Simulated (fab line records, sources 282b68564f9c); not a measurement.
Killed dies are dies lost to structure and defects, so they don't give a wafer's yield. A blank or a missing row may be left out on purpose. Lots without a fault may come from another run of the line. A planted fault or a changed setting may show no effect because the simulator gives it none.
Which tool did it? | flow rit_cmos | 13 lots, 39 wafers sampled, at 5 steps of a route of 202

WHAT THE GAUGES READ, wafer by wafer
RIT_ACTIVE_BOW_MEAS_00.
lot  | measured    | on            | INCOMING_BOW (um)
L386 | day 1 10:00 | film_metro-03 | 11 5 -8
L387 | day 1 15:02 | film_metro-03 | 6 2 1
L388 | day 1 20:01 | film_metro-04 | -8 -11 2
L389 | day 2 01:02 | film_metro-03 | -3 -9 -4
L390 | day 2 06:00 | film_metro-02 | 6 -10 -4
L391 | day 2 11:02 | film_metro-04 | -3 -7 4
L392 | day 2 16:00 | film_metro-03 | -8 -2 -11
L394 | day 3 02:02 | film_metro-03 | 3 -6 3
L395 | day 3 07:00 | film_metro-02 | 5 2 2
L397 | day 3 17:01 | film_metro-03 | 1 3 -2
L404 | day 5 04:00 | film_metro-02 | -12 3 5
L406 | day 5 14:04 | film_metro-02 | 2 -2 2
L408 | day 6 00:02 | film_metro-02 | -9 14 11

RIT_M1_RS_MEAS_01: measures by four-point-probe.
lot  | measured    | on            | M1_AL_RS (ohm/sq)
L386 | day 3 08:02 | film_metro-02 | 0.0724 0.0725 0.0726
L387 | day 3 10:41 | film_metro-03 | 0.0727 0.0731 0.0731
L388 | day 3 18:16 | film_metro-04 | 0.0758 0.0748 0.0740
L389 | day 4 00:51 | film_metro-04 | 0.0728 0.0723 0.0730
L390 | day 4 03:50 | film_metro-04 | 0.0745 0.0742 0.0738
L391 | day 4 13:21 | film_metro-02 | 0.0742 0.0732 0.0726
L392 | day 4 16:17 | film_metro-04 | 0.0718 0.0724 0.0728
L394 | day 5 02:11 | film_metro-04 | 0.0742 0.0744 0.0750
L395 | day 5 08:20 | film_metro-04 | 0.0734 0.0721 0.0724
L397 | day 5 15:31 | film_metro-02 | 0.0562 0.0725 0.0737
L404 | day 7 09:58 | film_metro-04 | 0.0746 0.0735 0.0740
L406 | day 7 14:59 | film_metro-02 | 0.0730 0.0725 0.0721
L408 | day 8 02:05 | film_metro-03 | 0.0740 0.0733 0.0739

RIT_M1_THK_MEAS_02: measures by xrf.
lot  | measured    | on            | M1_AL_THK (nm)
L386 | day 3 08:09 | film_metro-02 | 405 401 401
L387 | day 3 10:47 | film_metro-03 | 403 402 404
L388 | day 3 18:23 | film_metro-04 | 385 386 392
L389 | day 4 00:57 | film_metro-04 | 401 401 399
L390 | day 4 03:58 | film_metro-04 | 390 390 396
L391 | day 4 13:27 | film_metro-02 | 393 396 399
L392 | day 4 16:24 | film_metro-04 | 407 403 399
L394 | day 5 02:17 | film_metro-04 | 391 388 387
L395 | day 5 08:27 | film_metro-04 | 395 402 397
L397 | day 5 15:38 | film_metro-02 | 514 400 393
L404 | day 7 10:05 | film_metro-04 | 388 396 391
L406 | day 7 15:05 | film_metro-02 | 396 401 403
L408 | day 8 02:11 | film_metro-03 | 393 400 396

WHICH TOOL RAN EACH LOT (tool, then ch and the chambers of the sampled wafers, then the start)
lot  | RIT_PRETRO_SOFTBAKE_02           | RIT_M1_SPUTTER_00
L386 | litho_track-04 ch 0, day 2 09:29 | pvd_sputter-03, day 3 07:44
L387 | litho_track-03 ch 0, day 2 11:37 | pvd_sputter-04, day 3 10:21
L388 | litho_track-01 ch 0, day 2 17:21 | pvd_sputter-02, day 3 17:57
L389 | litho_track-03 ch 0, day 2 22:51 | pvd_sputter-04, day 4 00:31
L390 | litho_track-04 ch 0, day 3 05:04 | pvd_sputter-02, day 4 03:33
L391 | litho_track-04 ch 0, day 3 11:08 | pvd_sputter-04, day 4 13:01
L392 | litho_track-01 ch 0, day 3 15:32 | pvd_sputter-03, day 4 15:59
L394 | litho_track-04 ch 0, day 4 00:18 | pvd_sputter-02, day 5 01:51
L395 | litho_track-04 ch 0, day 4 08:20 | pvd_sputter-04, day 5 08:02
L397 | litho_track-03 ch 0, day 4 13:45 | pvd_sputter-04, day 5 15:12
L404 | litho_track-04 ch 0, day 6 09:14 | pvd_sputter-02, day 7 09:40
L406 | litho_track-03 ch 0, day 6 15:13 | pvd_sputter-03, day 7 14:38
L408 | litho_track-03 ch 0, day 6 21:50 | pvd_sputter-02, day 8 01:44
- RIT_PRETRO_SOFTBAKE_02: time 62.37 s.
- RIT_M1_SPUTTER_00: material Al, target thk 400 nm, time 500 s.

WHAT THE TOOLS THEMSELVES READ (means of the sampled wafers that have a number; where no wafer has one, the mark that the record gives instead)
RIT_PRETRO_SOFTBAKE_02.
lot  | tool           | plate_sensor_t_centre_C (C) | plate_sensor_t_edge_C (C)
L386 | litho_track-04 | 90.976                      | 91.016
L387 | litho_track-03 | 90.977                      | 91.013
L388 | litho_track-01 | 90.973                      | 91.009
L389 | litho_track-03 | 90.975                      | 91.024
L390 | litho_track-04 | 90.977                      | 91.022
L391 | litho_track-04 | 90.965                      | 91.022
L392 | litho_track-01 | 90.971                      | 91.024
L394 | litho_track-04 | 90.963                      | 91.018
L395 | litho_track-04 | 90.960                      | 91.028
L397 | litho_track-03 | 90.978                      | 91.016
L404 | litho_track-04 | 90.965                      | 91.024
L406 | litho_track-03 | 90.964                      | 91.014
L408 | litho_track-03 | 90.972                      | 91.016

RIT_M1_SPUTTER_00.
lot  | tool           | cathode_dc_power_W (W) | throttle_valve_pct (%)
L386 | pvd_sputter-03 | 2000.0                 | 30.3
L387 | pvd_sputter-04 | 1999.8                 | 31.0
L388 | pvd_sputter-02 | 2000.0                 | 30.6
L389 | pvd_sputter-04 | 2000.0                 | 32.4
L390 | pvd_sputter-02 | 2000.3                 | 30.6
L391 | pvd_sputter-04 | 2000.3                 | 31.5
L392 | pvd_sputter-03 | 2000.1                 | 29.7
L394 | pvd_sputter-02 | 2000.1                 | 29.7
L395 | pvd_sputter-04 | 1999.8                 | 31.6
L397 | pvd_sputter-04 | 2204.7                 | 31.2
L404 | pvd_sputter-02 | 2000.3                 | 29.5
L406 | pvd_sputter-03 | 2000.1                 | 30.3
L408 | pvd_sputter-02 | 2000.0                 | 30.7

THE ANSWER, worked out from the rows above alone
Rule: what is usual is taken from the lots themselves. Put in order of their means at a reading, lots are off if they are a third of the lots or fewer, leave a main group of 4 or more, and stand apart from it by a gap of 3 or more times the standard deviation of the main group's means; of several such gaps the widest counts. A main group whose means are all the same, to the digits that the tables above print for the reading, isn't used. A lot without any number at a reading at which 4 lots or more have one is off too. The other lots that the step has rows for count as sound. The gauges are gone through in route order, then the tools' own readings, and for those a lot's mean is taken as printed above. The first step at which some lot is off is used, and at that step the reading that is off furthest; a lot without a number counts as furthest.
Off: L397, at RIT_M1_RS_MEAS_01 (M1_AL_RS). The main group: mean 0.0734 ohm/sq, standard deviation 0.00084.
A tool fits if, at a process step before that reading, it ran every lot that is off, and no sound lot after the first of them. The gauges at RIT_M1_RS_MEAS_01 aren't tried: what is off there is off at RIT_M1_SPUTTER_00 too, on other tools, and a gauge's error can't cause that. One fits: pvd_sputter-04 at RIT_M1_SPUTTER_00. Its last sound lot is L395 (day 5 08:02), its first lot that is off L397 (day 5 15:12): a fault that began between those two fits.
The tool's own readings at RIT_M1_SPUTTER_00 bear it out: on the lots that are off they differ by more than 5 times the standard deviation of the sound lots' means. cathode_dc_power_W reads 2204.7 W there against 2000.1 W on the sound lots.

WHAT THE SIMULATOR HAD PUT IN
Process parameter drift: pvd_sputter-04, from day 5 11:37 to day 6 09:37, at RIT_M1_SPUTTER_00. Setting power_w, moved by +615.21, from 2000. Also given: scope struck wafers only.
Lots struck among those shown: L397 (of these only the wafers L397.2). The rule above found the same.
